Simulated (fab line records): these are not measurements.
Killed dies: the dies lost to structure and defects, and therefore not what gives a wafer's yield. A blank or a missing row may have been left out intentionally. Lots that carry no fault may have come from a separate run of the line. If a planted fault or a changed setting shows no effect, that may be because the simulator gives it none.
fab line records	flow rit-cmos
record lots=5	wafers=23
route steps=202 shown ACTIVE@4 FOX1@20 FOX2@23 NWELL@36 PWELL@40 WELLDRIVE@50 NRETRO@54 PRETRO@65
start-h: hours from the record's first day to the start of the lot's first wafer shown	wait-h: hours from the lot's prior step to this one	" repeats the value in the row above	L1.1+2: one row covering several wafers at once	- value missing, or start not given	* or withheld: withheld	< > ~ a bound
route shown NAME@n: NAME is a module with steps in the file, n the number in the route of the first one	usual: mean and standard deviation over wafers with no fault	same: alike in all rows	chamber/n: place in a boat	sites: the reading at each site	_std_site: the values' standard deviation	_edge_site: inner sites' mean taken away from outer sites' mean	radius-mm: how far each site lies from the wafer's centre	mask NAME#n: copy n	behind: the tool/chamber that last shaped the wafer	hold: why the lot went on hold/how many hours it stayed there/how the hold came to an end	device: names the non-switching transistor (n, p or np)	end of line: tests of these same wafers at the route's end	a step given without rows: its recipe and nothing more	killed: not the wafer's yield, but the dies lost to structure and defects at the first sort	map: a wafer's dies, x killed, . not, _ none there
set.NAME: the setting that was run; set.NAME@STEP: the one run at that earlier step	model.NAME: the simulator's own value behind a step, which no gauge read
lots where settings were altered on purpose, with a table for each step and a row for each wafer
## steps
# step RIT_ACTIVE_CVD_03
# recipe material=Si3N4	target-thk-nm=150	temp-c=810	precursor=SiH2Cl2/NH3	time-s=1500	pressure-mtorr=300	sih2cl2-flow-sccm=60	nh3-flow-sccm=150
lot.wafer	tool	chamber	start-h	wait-h	set.sih2cl2-flow-sccm	model.Si3N4_of_ACTIVE_CVD_03.thk-nm
L075.2	-	-	-	0.0	65.17	153.9
L075.3	"	-	"	"	65.17	152.4
L075.4	"	-	"	"	65.17	152.5
L075.5	"	-	"	"	65.17	154.5
L075.6	"	-	"	"	65.17	152.9
L077.1	-	-	-	0.1	68.89	157.1
L077.2	"	-	"	"	68.89	156.8
L077.3	"	-	"	"	68.89	158.2
L077.4	"	-	"	"	68.89	157.4
L077.6	"	-	"	"	68.89	157.7
L079.1	lpcvd-01	1	37.11	0.1	60	151.2
L079.3	"	1	"	"	60	152.3
L079.5	"	1	"	"	60	153
L080.1	-	-	-	0.1	56.04	148.8
L080.3	"	-	"	"	56.04	149.6
L080.4	"	-	"	"	56.04	150.2
L080.5	"	-	"	"	56.04	149.8
L080.6	"	-	"	"	56.04	149.9
L082.2	-	-	-	0.0	55.42	145.9
L082.3	"	-	"	"	55.42	145.8
L082.4+5	"	-	"	"	55.42	145.3
L082.6	"	-	"	"	55.42	144.5
# step RIT_ACTIVE_DEVELOP_10
# recipe resist=NOVOLAK	develop-time-s=50	dev-temp-c=23
lot.wafer	tool	chamber	start-h	wait-h	set.develop-time-s
L075.2+6	litho-track-04	0	-	-	50
L075.3+4+5	"	0	"	"	47.02
L077.1+2+6	litho-track-02	0	-	-	50
L077.3+4	"	0	"	"	43.9
L079.1+3+5	litho-track-03	0	-	-	50
L080.1+3+6	litho-track-03	0	-	-	50
L080.4+5	"	0	"	"	46.5
L082.2+4+5	litho-track-04	0	-	-	56.07
L082.3+6	"	0	"	"	50
# step RIT_ACTIVE_CD_MEAS_11
# recipe target-cd-nm=1400
# usual cd-nm=1400.5/2.5
lot.wafer	tool	chamber	start-h	wait-h	set.develop-time-s@ACTIVE_DEVELOP_10	cd-nm
L075.2	cd-sem-02	-	20.64	-	50	1400.1
L075.3	"	-	"	"	47.02	1407.6
L075.4	"	-	"	"	47.02	1408.1
L075.5	"	-	"	"	47.02	1407.4
L075.6	"	-	"	"	50	1403.5
L077.1	cd-sem-02	-	29.44	-	50	1400.4
L077.2	"	-	"	"	50	1396.9
L077.3	"	-	"	"	43.9	1414.5
L077.4	"	-	"	"	43.9	1412.9
L077.6	"	-	"	"	50	1399.1
L079.1	cd-sem-01	-	39.44	-	50	1398.5
L079.3	"	-	"	"	50	1400.0
L079.5	"	-	"	"	50	1397.2
L080.1	cd-sem-02	-	45.38	-	50	1397.4
L080.3	"	-	"	"	50	1396.8
L080.4	"	-	"	"	46.5	1405.9
L080.5	"	-	"	"	46.5	1406.8
L080.6	"	-	"	"	50	1400.2
L082.2	cd-sem-02	-	54.58	-	56.07	1396.6
L082.3	"	-	"	"	50	1405.4
L082.4	"	-	"	"	56.07	1394.5
L082.5	"	-	"	"	56.07	1392.7
L082.6	"	-	"	"	50	1407.7
# step RIT_ACTIVE_ETCH_13
# recipe stop-on=SiO2	chemistry=SF6	target=Si3N4	time-s=210	over-etch-frac=0.4	SF6_flow_sccm=200	pressure-mtorr=260	rf-w=125	target-depth-a=2100
lot.wafer	tool	chamber	start-h	wait-h	set.rf-w	model.SiO2_of_ACTIVE_OXIDATION_01.thk-nm
L075.2	rie-diel-02	1	21.06	0.1	125	45.24
L075.3	"	2	"	"	125	43.89
L075.4	"	3	"	"	125	44.5
L075.5	"	0	"	"	125	44.64
L075.6	"	1	"	"	125	45.5
L077.1	rie-diel-04	0	29.71	0.1	130.1	41.39
L077.2	"	2	"	"	125	45.22
L077.3	"	1	"	"	130.1	43.08
L077.4	"	3	"	"	125	46.18
L077.6	"	2	"	"	125	46.01
L079.1	rie-diel-01	2	39.71	0.1	125	46.16
L079.3	"	0	"	"	125	46.44
L079.5	"	1	"	"	125	46.18
L080.1	rie-diel-01	0	45.65	0.1	125	45.35
L080.3	"	2	"	"	125	45.13
L080.4	"	3	"	"	125	44.04
L080.5	"	1	"	"	125	45.19
L080.6	"	2	"	"	125	45.74
L082.2	rie-diel-04	0	54.83	0.1	125	43.88
L082.3	"	2	"	"	135.4	39.96
L082.4	"	1	"	"	135.4	38.94
L082.5	"	2	"	"	125	45.24
L082.6	"	3	"	"	135.4	41.3
# step RIT_ACTIVE_STRIP_14
# recipe chemistry=O2	time-s=180	resist=NOVOLAK	platen-temp-c=withheld	power-w=500	pressure-mtorr=4000	o2-flow-sccm=4000
# step RIT_ACTIVE_CD_MEAS_90
# recipe target-cd-nm=1400
# usual cd-nm=1400.5/2.6
lot.wafer	tool	chamber	start-h	wait-h	set.develop-time-s@ACTIVE_DEVELOP_10	cd-nm
L075.2	cd-sem-01	-	21.39	0.1	50	1400.2
L075.3	"	-	"	"	47.02	1407.8
L075.4	"	-	"	"	47.02	1407.5
L075.5	"	-	"	"	47.02	1407.1
L075.6	"	-	"	"	50	1403.3
L077.1	cd-sem-01	-	30.02	0.1	50	1399.9
L077.2	"	-	"	"	50	1397.0
L077.3	"	-	"	"	43.9	1414.8
L077.4	"	-	"	"	43.9	1413.3
L077.6	"	-	"	"	50	1399.4
L079.1	cd-sem-01	-	40.02	0.1	50	1398.9
L079.3	"	-	"	"	50	1399.9
L079.5	"	-	"	"	50	1397.0
L080.1	cd-sem-01	-	45.96	0.1	50	1397.2
L080.3	"	-	"	"	50	1397.3
L080.4	"	-	"	"	46.5	1405.5
L080.5	"	-	"	"	46.5	1407.4
L080.6	"	-	"	"	50	1400.5
L082.2	cd-sem-01	-	55.16	0.1	56.07	1396.5
L082.3	"	-	"	"	50	1405.3
L082.4	"	-	"	"	56.07	1394.0
L082.5	"	-	"	"	56.07	1393.1
L082.6	"	-	"	"	50	1407.5
# step RIT_FOX1_OXIDATION_00
# recipe temp-c=1100	ambient=H2O	target-thk-a=3507	p-h2o-torr=720	ox-time-s=1130
lot.wafer	tool	chamber	start-h	wait-h	set.temp-c	set.sih2cl2-flow-sccm@ACTIVE_CVD_03	model.SiO2_of_FOX1_OXIDATION_00.thk-nm	model.Si3N4_of_ACTIVE_CVD_03.thk-nm
L075.2	-	-	-	0.0	1074	65.17	310.5	147.3
L075.3	"	-	"	"	1074	65.17	313.3	145.8
L075.4	"	-	"	"	1074	65.17	318.2	145.9
L075.5	"	-	"	"	1074	65.17	310.2	147.9
L075.6	"	-	"	"	1074	65.17	309.8	146.3
L077.1	-	-	-	0.0	1085	68.89	324.9	150.1
L077.2	"	-	"	"	1085	68.89	321.9	149.9
L077.3	"	-	"	"	1085	68.89	325.6	151.2
L077.4	"	-	"	"	1085	68.89	318.2	150.5
L077.6	"	-	"	"	1085	68.89	324.2	150.7
L079.1	furnace-02	0	41.12	0.6	1100	60	358.9	143.8
L079.3	"	0	"	"	1100	60	357.5	144.8
L079.5	"	0	"	"	1100	60	351.8	145.6
L080.1	-	-	-	1.0	1121	56.04	379	140.8
L080.3	"	-	"	"	1121	56.04	376.6	141.6
L080.4	"	-	"	"	1121	56.04	374.7	142.2
L080.5	"	-	"	"	1121	56.04	382.1	141.7
L080.6	"	-	"	"	1121	56.04	376.3	141.8
L082.2	-	-	-	0.0	1100	55.42	348	138.4
L082.3	"	-	"	"	1100	55.42	349.8	138.3
L082.4	"	-	"	"	1100	55.42	344.7	137.9
L082.5	"	-	"	"	1100	55.42	350.5	137.9
L082.6	"	-	"	"	1100	55.42	347.4	137.1
# step RIT_FOX1_THK_MEAS_01
# recipe reads=SiO2_of_FOX1_OXIDATION_00
# usual FOX1_OXIDE_THK=347/7.3
lot.wafer	tool	chamber	start-h	wait-h	set.temp-c@FOX1_OXIDATION_00	FOX1_OXIDE_THK[nm]
L075.2	film-metro-03	-	-	-	1074	311
L075.3	"	-	"	"	1074	313
L075.4	"	-	"	"	1074	319
L075.5	"	-	"	"	1074	310
L075.6	"	-	"	"	1074	310
L077.1	film-metro-04	-	-	-	1085	325
L077.2	"	-	"	"	1085	322
L077.3	"	-	"	"	1085	326
L077.4	"	-	"	"	1085	318
L077.6	"	-	"	"	1085	324
L079.1	film-metro-03	-	42.44	0.0	1100	359
L079.3	"	-	"	"	1100	357
L079.5	"	-	"	"	1100	352
L080.1	film-metro-03	-	-	-	1121	379
L080.3	"	-	"	"	1121	377
L080.4	"	-	"	"	1121	375
L080.5	"	-	"	"	1121	382
L080.6	"	-	"	"	1121	377
L082.2	film-metro-03	-	-	-	1100	348
L082.3	"	-	"	"	1100	350
L082.4	"	-	"	"	1100	344
L082.5	"	-	"	"	1100	350
L082.6	"	-	"	"	1100	347
# step RIT_FOX1_WET_ETCH_02
# recipe chemistry=BOE	target-depth-nm=350	time-s=390	temp-c=21.5	dry=n2-spin	dilution=10:1	target=SiO2
# step RIT_FOX2_OXIDATION_00
# recipe temp-c=1100	ambient=H2O	target-thk-a=3507	p-h2o-torr=720	ox-time-s=1130
# step RIT_FOX2_CLEAN_02
# recipe chemistry=dHF	dilution=50:1	time-s=180
# step RIT_FOX2_WET_ETCH_03
# recipe chemistry=H3PO4	target=Si3N4	target-depth-nm=195	temp-c=165	time-s=2700
lot.wafer	tool	chamber	start-h	wait-h	set.rf-w@ACTIVE_ETCH_13	model.SiO2_of_ACTIVE_OXIDATION_01.thk-nm
L075.2	wet-bench-04	1	24.78	0.0	125	40.23
L075.3	"	1	"	"	125	39.05
L075.4	"	1	"	"	125	39.6
L075.5	"	1	"	"	125	39.7
L075.6	"	1	"	"	125	40.46
L077.1	wet-bench-01	1	33.60	0.0	130.1	36.66
L077.2	"	1	"	"	125	40.04
L077.3	"	1	"	"	130.1	38.15
L077.4	"	1	"	"	125	40.89
L077.6	"	1	"	"	125	40.75
L079.1	wet-bench-01	1	44.04	0.0	125	41.08
L079.3	"	1	"	"	125	41.31
L079.5	"	1	"	"	125	41.04
L080.1	wet-bench-04	1	50.32	0.0	125	40.44
L080.3	"	1	"	"	125	40.25
L080.4	"	1	"	"	125	39.27
L080.5	"	1	"	"	125	40.31
L080.6	"	1	"	"	125	40.81
L082.2	wet-bench-04	0	58.55	0.0	125	38.84
L082.3	"	0	"	"	135.4	35.38
L082.4	"	0	"	"	135.4	34.48
L082.5	"	0	"	"	125	40.08
L082.6	"	0	"	"	135.4	36.57
# step RIT_NWELL_IMPLANT_08
# recipe species=P	energy-kev=170	dose-cm2=5e+13	tilt-deg=7
lot.wafer	tool	chamber	start-h	wait-h	set.energy-kev	model.implant.rp-nm	model.implant.drp-nm
L075.2+4+5	implanter-03	0	27.67	0.2	161.8	208.9	66.37
L075.3+6	"	0	"	"	170	219.8	68.82
L077.1+3+4	implanter-03	0	35.71	0.2	170	209.1	68.82
L077.2+6	"	0	"	"	165.3	203.1	67.42
L079.1+3+5	implanter-02	0	46.15	0.2	170	209	68.82
L080.1+3+4+5+6	implanter-03	0	52.43	0.2	170	209.3	68.82
L082.2+3+4+5+6	implanter-02	0	60.89	0.2	170	213.6	68.82
# step RIT_PWELL_COAT_01
# recipe resist=NOVOLAK	spin-rpm=2000	resist-thk-nm=1300
lot.wafer	tool	chamber	start-h	wait-h	set.spin-rpm	model.NOVOLAK_of_PWELL_COAT_01.thk-nm
L075.2	litho-track-04	0	28.21	0.1	2053	1285
L075.3	"	0	"	"	2053	1288
L075.4	"	0	"	"	2053	1284
L075.5	"	0	"	"	2000	1303
L075.6	"	0	"	"	2000	1300
L077.1	litho-track-04	0	36.25	0.1	2000	1298
L077.2	"	0	"	"	2000	1299
L077.3	"	0	"	"	1887	1336
L077.4	"	0	"	"	2000	1296
L077.6	"	0	"	"	1887	1341
L079.1	litho-track-01	0	46.69	0.1	2000	1296
L079.3	"	0	"	"	2000	1303
L079.5	"	0	"	"	2000	1299
L080.1	litho-track-02	0	52.96	0.1	2059	1275
L080.3	"	0	"	"	2000	1300
L080.4	"	0	"	"	2000	1299
L080.5	"	0	"	"	2000	1296
L080.6	"	0	"	"	2059	1276
L082.2+4	litho-track-02	0	61.42	0.1	1962	1312
L082.3	"	0	"	"	2000	1298
L082.5	"	0	"	"	2000	1301
L082.6	"	0	"	"	1962	1309
# step RIT_PWELL_SOFTBAKE_02
# recipe resist=NOVOLAK	temp-c=90	time-s=60
# step RIT_PWELL_EXPOSE_03
# recipe mask-id=M3	na=0.57	target-cd-nm=43700	dose-mj=250
# step RIT_PWELL_DEVELOP_05
# recipe resist=NOVOLAK	develop-time-s=68	dev-temp-c=23
# step RIT_PWELL_HARDBAKE_07
# recipe resist=NOVOLAK	temp-c=140	time-s=120
lot.wafer	tool	chamber	start-h	wait-h	set.spin-rpm@PWELL_COAT_01	model.NOVOLAK_of_PWELL_COAT_01.thk-nm
L075.2	litho-track-01	0	29.23	0.1	2053	1124
L075.3	"	0	"	"	2053	1127
L075.4	"	0	"	"	2053	1123
L075.5	"	0	"	"	2000	1139
L075.6	"	0	"	"	2000	1137
L077.1	litho-track-01	0	37.14	0.0	2000	1135
L077.2	"	0	"	"	2000	1136
L077.3	"	0	"	"	1887	1168
L077.4	"	0	"	"	2000	1134
L077.6	"	0	"	"	1887	1172
L079.1	litho-track-02	0	47.45	0.0	2000	1134
L079.3	"	0	"	"	2000	1139
L079.5	"	0	"	"	2000	1136
L080.1	litho-track-04	0	53.85	0.0	2059	1115
L080.3	"	0	"	"	2000	1137
L080.4	"	0	"	"	2000	1136
L080.5	"	0	"	"	2000	1134
L080.6	"	0	"	"	2059	1116
L082.2	litho-track-02	0	62.34	0.1	1962	1147
L082.3	"	0	"	"	2000	1135
L082.4	"	0	"	"	1962	1148
L082.5	"	0	"	"	2000	1138
L082.6	"	0	"	"	1962	1145
# step RIT_PWELL_IMPLANT_08
# recipe species=B	energy-kev=170	dose-cm2=7e+13	tilt-deg=7
lot.wafer	tool	chamber	start-h	wait-h	set.dose-cm2
L075.2+3+5	implanter-02	0	29.46	0.2	7e+13
L075.4+6	"	0	"	"	6.7e+13
L077.1+2+3+4+6	implanter-02	0	37.39	0.2	7e+13
L079.1+3+5	implanter-04	0	47.70	0.2	7e+13
L080.1+3+4+5+6	implanter-04	0	54.10	0.2	7e+13
L082.2+3+6	implanter-02	0	62.58	0.2	7e+13
L082.4+5	"	0	"	"	6.58e+13
# step RIT_PWELL_STRIP_09
# recipe chemistry=O2	time-s=180	resist=NOVOLAK	platen-temp-c=withheld	power-w=500	pressure-mtorr=4000	o2-flow-sccm=4000
# step RIT_PWELL_TW_MEAS_10
# usual PWELL_TW=957/8.7
lot.wafer	tool	chamber	start-h	wait-h	set.dose-cm2@PWELL_IMPLANT_08	PWELL_TW
L075.2	film-metro-03	-	29.77	0.1	7e+13	948
L075.3	"	-	"	"	7e+13	951
L075.4	"	-	"	"	6.7e+13	940
L075.5	"	-	"	"	7e+13	948
L075.6	"	-	"	"	6.7e+13	940
L077.1	film-metro-04	-	37.71	0.1	7e+13	964
L077.2	"	-	"	"	7e+13	964
L077.3	"	-	"	"	7e+13	975
L077.4	"	-	"	"	7e+13	969
L077.6	"	-	"	"	7e+13	969
L079.1	film-metro-01	-	48.03	0.1	7e+13	956
L079.3	"	-	"	"	7e+13	961
L079.5	"	-	"	"	7e+13	959
L080.1	film-metro-04	-	54.43	0.1	7e+13	968
L080.3	"	-	"	"	7e+13	966
L080.4	"	-	"	"	7e+13	965
L080.5	"	-	"	"	7e+13	966
L080.6	"	-	"	"	7e+13	967
L082.2	film-metro-03	-	62.89	0.1	7e+13	956
L082.3	"	-	"	"	7e+13	957
L082.4	"	-	"	"	6.58e+13	940
L082.5	"	-	"	"	6.58e+13	940
L082.6	"	-	"	"	7e+13	956
# step RIT_WELLDRIVE_ANNEAL_00
# recipe temp-c=1100	time-s=14700	ambient=N2
# step RIT_WELLDRIVE_RS_MEAS_02
# recipe thk-meas-gauge=four-point-probe
# usual PWELL_RS=430.4/1.4
lot.wafer	tool	chamber	start-h	wait-h	set.dose-cm2@PWELL_IMPLANT_08	PWELL_RS[ohm/sq]
L075.2	film-metro-03	-	35.04	0.1	7e+13	431.9
L075.3	"	-	"	"	7e+13	432.7
L075.4	"	-	"	"	6.7e+13	444.5
L075.5	"	-	"	"	7e+13	430.8
L075.6	"	-	"	"	6.7e+13	443.8
L077.1	film-metro-01	-	42.98	0.1	7e+13	430.2
L077.2	"	-	"	"	7e+13	428.3
L077.3	"	-	"	"	7e+13	428.0
L077.4	"	-	"	"	7e+13	427.4
L077.6	"	-	"	"	7e+13	427.9
L079.1	film-metro-01	-	53.29	0.1	7e+13	429.9
L079.3	"	-	"	"	7e+13	430.6
L079.5	"	-	"	"	7e+13	430.1
L080.1	film-metro-03	-	59.69	0.1	7e+13	433.5
L080.3	"	-	"	"	7e+13	431.9
L080.4	"	-	"	"	7e+13	432.1
L080.5	"	-	"	"	7e+13	431.5
L080.6	"	-	"	"	7e+13	432.1
L082.2	film-metro-01	-	68.16	0.1	7e+13	428.5
L082.3	"	-	"	"	7e+13	428.9
L082.4	"	-	"	"	6.58e+13	445.1
L082.5	"	-	"	"	6.58e+13	446.4
L082.6	"	-	"	"	7e+13	429.1
# step RIT_NRETRO_COAT_01
# recipe resist=NOVOLAK	spin-rpm=2000	resist-thk-nm=1300
lot.wafer	tool	chamber	start-h	wait-h	set.resist-thk-nm	model.NOVOLAK_of_NRETRO_COAT_01.thk-nm
L075.2	litho-track-02	0	35.32	0.1	1240	1243
L075.3	"	0	"	"	1300	1306
L075.4	"	0	"	"	1240	1244
L075.5+6	"	0	"	"	1300	1301
L077.1	litho-track-02	0	43.25	0.1	1300	1298
L077.2	"	0	"	"	1300	1294
L077.3	"	0	"	"	1300	1297
L077.4	"	0	"	"	1300	1300
L077.6	"	0	"	"	1300	1301
L079.1+3	litho-track-01	0	53.56	0.1	1300	1299
L079.5	"	0	"	"	1300	1296
L080.1	litho-track-03	0	59.96	0.1	1246	1239
L080.3+5	"	0	"	"	1300	1296
L080.4	"	0	"	"	1246	1247
L080.6	"	0	"	"	1300	1297
L082.2+4	litho-track-02	0	68.44	0.1	1364	1361
L082.3+5	"	0	"	"	1300	1299
L082.6	"	0	"	"	1300	1302
# step RIT_NRETRO_SOFTBAKE_02
# recipe resist=NOVOLAK	temp-c=90	time-s=60
# step RIT_NRETRO_EXPOSE_03
# recipe mask-id=M4	na=0.57	target-cd-nm=43900	dose-mj=250
# step RIT_NRETRO_DEVELOP_05
# recipe resist=NOVOLAK	develop-time-s=68	dev-temp-c=23
# step RIT_NRETRO_HARDBAKE_07
# recipe resist=NOVOLAK	temp-c=140	time-s=120
lot.wafer	tool	chamber	start-h	wait-h	set.resist-thk-nm@NRETRO_COAT_01	model.NOVOLAK_of_NRETRO_COAT_01.thk-nm
L075.2	litho-track-03	0	36.10	0.1	1240	1088
L075.3	"	0	"	"	1300	1142
L075.4	"	0	"	"	1240	1089
L075.5+6	"	0	"	"	1300	1138
L077.1+3	litho-track-01	0	44.01	0.0	1300	1135
L077.2	"	0	"	"	1300	1132
L077.4	"	0	"	"	1300	1137
L077.6	"	0	"	"	1300	1138
L079.1+3	litho-track-02	0	54.33	0.0	1300	1136
L079.5	"	0	"	"	1300	1134
L080.1	litho-track-03	0	60.86	0.2	1246	1084
L080.3+6	"	0	"	"	1300	1134
L080.4	"	0	"	"	1246	1091
L080.5	"	0	"	"	1300	1133
L082.2	litho-track-02	0	69.22	0.1	1364	1189
L082.3+5	"	0	"	"	1300	1136
L082.4	"	0	"	"	1364	1190
L082.6	"	0	"	"	1300	1139
# step RIT_PRETRO_COAT_01
# recipe resist=NOVOLAK	spin-rpm=2000	resist-thk-nm=1300
lot.wafer	tool	chamber	start-h	wait-h	set.spin-rpm	model.NOVOLAK_of_PRETRO_COAT_01.thk-nm
L075.2	litho-track-02	0	36.94	0.1	1874	1336
L075.3	"	0	"	"	1874	1335
L075.4	"	0	"	"	2000	1292
L075.5	"	0	"	"	2000	1293
L075.6	"	0	"	"	2000	1291
L077.1	litho-track-03	0	44.80	0.1	2073	1274
L077.2	"	0	"	"	2000	1298
L077.3	"	0	"	"	2000	1299
L077.4	"	0	"	"	2073	1278
L077.6	"	0	"	"	2000	1302
L079.1	litho-track-03	0	55.11	0.1	2000	1305
L079.3	"	0	"	"	2000	1300
L079.5	"	0	"	"	2000	1302
L080.1	litho-track-04	0	61.82	0.1	2000	1301
L080.3+5	"	0	"	"	1865	1346
L080.4	"	0	"	"	2000	1302
L080.6	"	0	"	"	2000	1298
L082.2+5	litho-track-04	0	69.99	0.1	2000	1301
L082.3	"	0	"	"	2108	1266
L082.4	"	0	"	"	2108	1267
L082.6	"	0	"	"	2000	1303
# step RIT_PRETRO_SOFTBAKE_02
# recipe resist=NOVOLAK	temp-c=90	time-s=60
# step RIT_PRETRO_EXPOSE_03
# recipe mask-id=M5	na=0.57	target-cd-nm=43700	dose-mj=250
# step RIT_PRETRO_DEVELOP_05
# recipe resist=NOVOLAK	develop-time-s=68	dev-temp-c=23
# step RIT_PRETRO_HARDBAKE_07
# recipe resist=NOVOLAK	temp-c=140	time-s=120
lot.wafer	tool	chamber	start-h	wait-h	set.spin-rpm@PRETRO_COAT_01	model.NOVOLAK_of_PRETRO_COAT_01.thk-nm
L075.2	litho-track-02	0	37.85	0.1	1874	1168
L075.3	"	0	"	"	1874	1167
L075.4	"	0	"	"	2000	1130
L075.5	"	0	"	"	2000	1131
L075.6	"	0	"	"	2000	1129
L077.1	litho-track-04	0	45.69	0.0	2073	1115
L077.2	"	0	"	"	2000	1135
L077.3	"	0	"	"	2000	1136
L077.4	"	0	"	"	2073	1118
L077.6	"	0	"	"	2000	1138
L079.1	litho-track-03	0	56.05	0.0	2000	1141
L079.3	"	0	"	"	2000	1137
L079.5	"	0	"	"	2000	1139
L080.1+4	litho-track-03	0	62.59	0.0	2000	1138
L080.3	"	0	"	"	1865	1177
L080.5	"	0	"	"	1865	1176
L080.6	"	0	"	"	2000	1135
L082.2+5	litho-track-03	0	70.89	0.1	2000	1138
L082.3	"	0	"	"	2108	1108
L082.4	"	0	"	"	2108	1109
L082.6	"	0	"	"	2000	1139
## key
split step=RIT_ACTIVE_CVD_03	setting=sih2cl2-flow-sccm	stated=60	by=lot
response step=RIT_ACTIVE_CVD_03	reading=model.Si3N4_of_ACTIVE_CVD_03.thk-nm	change=+0.429	per=1%	r=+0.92
response step=RIT_FOX1_OXIDATION_00	reading=model.Si3N4_of_ACTIVE_CVD_03.thk-nm	change=+0.474	per=1%	r=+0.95
split step=RIT_ACTIVE_DEVELOP_10	setting=develop-time-s	stated=50	by=wafer
response step=RIT_ACTIVE_CD_MEAS_11	reading=cd-nm	change=-1.1	per=1%	r=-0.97
response step=RIT_ACTIVE_CD_MEAS_90	reading=cd-nm	change=-1.11	per=1%	r=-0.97
split step=RIT_ACTIVE_ETCH_13	setting=rf-w	stated=125	by=wafer
response step=RIT_ACTIVE_ETCH_13	reading=model.SiO2_of_ACTIVE_OXIDATION_01.thk-nm	change=-0.605	per=1%	r=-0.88
response step=RIT_FOX2_WET_ETCH_03	reading=model.SiO2_of_ACTIVE_OXIDATION_01.thk-nm	change=-0.536	per=1%	r=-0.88
split step=RIT_FOX1_OXIDATION_00	setting=temp-c	stated=1100	by=lot
response step=RIT_FOX1_OXIDATION_00	reading=model.SiO2_of_FOX1_OXIDATION_00.thk-nm	change=+15.9	per=1%	r=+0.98
response step=RIT_FOX1_THK_MEAS_01	reading=FOX1_OXIDE_THK	change=+15.9	per=1%	r=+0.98
split step=RIT_NWELL_IMPLANT_08	setting=energy-kev	stated=170	by=wafer
response step=RIT_NWELL_IMPLANT_08	reading=model.implant.rp-nm	change=+2.23	per=1%	r=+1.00
response step=RIT_NWELL_IMPLANT_08	reading=model.implant.drp-nm	change=+0.509	per=1%	r=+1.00
split step=RIT_PWELL_COAT_01	setting=spin-rpm	stated=2000	by=wafer
response step=RIT_PWELL_COAT_01	reading=model.NOVOLAK_of_PWELL_COAT_01.thk-nm	change=-7.04	per=1%	r=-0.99
response step=RIT_PWELL_HARDBAKE_07	reading=model.NOVOLAK_of_PWELL_COAT_01.thk-nm	change=-6.07	per=1%	r=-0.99
split step=RIT_PWELL_IMPLANT_08	setting=dose-cm2	stated=7e+13	by=wafer
response step=RIT_PWELL_TW_MEAS_10	reading=PWELL_TW	change=+2.46	per=1%	r=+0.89
response step=RIT_WELLDRIVE_RS_MEAS_02	reading=PWELL_RS	change=-2.84	per=1%	r=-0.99
split step=RIT_NRETRO_COAT_01	setting=resist-thk-nm	stated=1300	by=wafer
response step=RIT_NRETRO_COAT_01	reading=model.NOVOLAK_of_NRETRO_COAT_01.thk-nm	change=+12.7	per=1%	r=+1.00
response step=RIT_NRETRO_HARDBAKE_07	reading=model.NOVOLAK_of_NRETRO_COAT_01.thk-nm	change=+10.9	per=1%	r=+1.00
split step=RIT_PRETRO_COAT_01	setting=spin-rpm	stated=2000	by=wafer
response step=RIT_PRETRO_COAT_01	reading=model.NOVOLAK_of_PRETRO_COAT_01.thk-nm	change=-6.72	per=1%	r=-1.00
response step=RIT_PRETRO_HARDBAKE_07	reading=model.NOVOLAK_of_PRETRO_COAT_01.thk-nm	change=-5.78	per=1%	r=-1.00
